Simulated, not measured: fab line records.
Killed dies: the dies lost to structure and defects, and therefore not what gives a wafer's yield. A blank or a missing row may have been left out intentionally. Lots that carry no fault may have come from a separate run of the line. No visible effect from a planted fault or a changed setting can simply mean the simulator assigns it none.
Which tool was responsible? | flow berkeley-cmos170 | 7 lots, 21 wafers sampled, at 2 steps of a route of 331

== WHAT EACH GAUGE READ, for each wafer ==
UCB170_SILICIDE_RS_MEAS_02: measurement is done with a four-point probe.
lot  | measured     | on            | SILICIDE_TI_RS (ohm/sq)
L739 | day 7 07:37  | film-metro-04 | 26.3 26.3 26.4
L744 | day 8 05:21  | film-metro-03 | 25.6 25.6 25.8
L746 | day 8 16:02  | film-metro-04 | 26.0 26.4 26.1
L753 | day 10 01:38 | film-metro-03 | 26.6 26.7 26.8
L755 | day 10 12:41 | film-metro-03 | 26.3 26.4 26.2
L758 | day 11 14:46 | film-metro-03 | 26.5 26.1 26.3
L760 | day 11 15:12 | film-metro-03 | 26.5 26.5 26.4

== WHICH TOOL RAN EACH LOT (tool, then ch and the chambers of the sampled wafers, then the start) ==
lot  | UCB170_GATE_ETCH_14
L739 | rie-diel-01 ch 0,2,3, day 6 17:20
L744 | rie-diel-03 ch 0,1,2, day 7 10:25
L746 | rie-diel-02 ch 0,1,3, day 8 04:28
L753 | rie-diel-01 ch 0,1, day 9 07:47
L755 | rie-diel-03 ch 0,1,3, day 9 19:57
L758 | rie-diel-02 ch 2,3, day 10 18:11
L760 | rie-diel-02 ch 1,2, day 10 19:43
- UCB170_GATE_ETCH_14: etches BARC in N2/H2.

== THE ANSWER, worked out from the rows above alone ==
Rule: the lots themselves supply what counts as usual. Put in order of their means at a reading, lots are off if they are a third of the lots or fewer, leave a main group of 4 or more, and stand apart from it by a gap of 3 or more times the standard deviation of the main group's means; of several such gaps the widest counts. A main group is skipped when, at the precision printed for the reading in the tables above, its means are all equal. A lot without any number at a reading at which 4 lots or more have one is off too. Any other lot the step has rows for is counted as sound.
Nothing can be told from this: no lot is off at any reading shown.

== WHAT THE SIMULATOR HAD INSERTED ==
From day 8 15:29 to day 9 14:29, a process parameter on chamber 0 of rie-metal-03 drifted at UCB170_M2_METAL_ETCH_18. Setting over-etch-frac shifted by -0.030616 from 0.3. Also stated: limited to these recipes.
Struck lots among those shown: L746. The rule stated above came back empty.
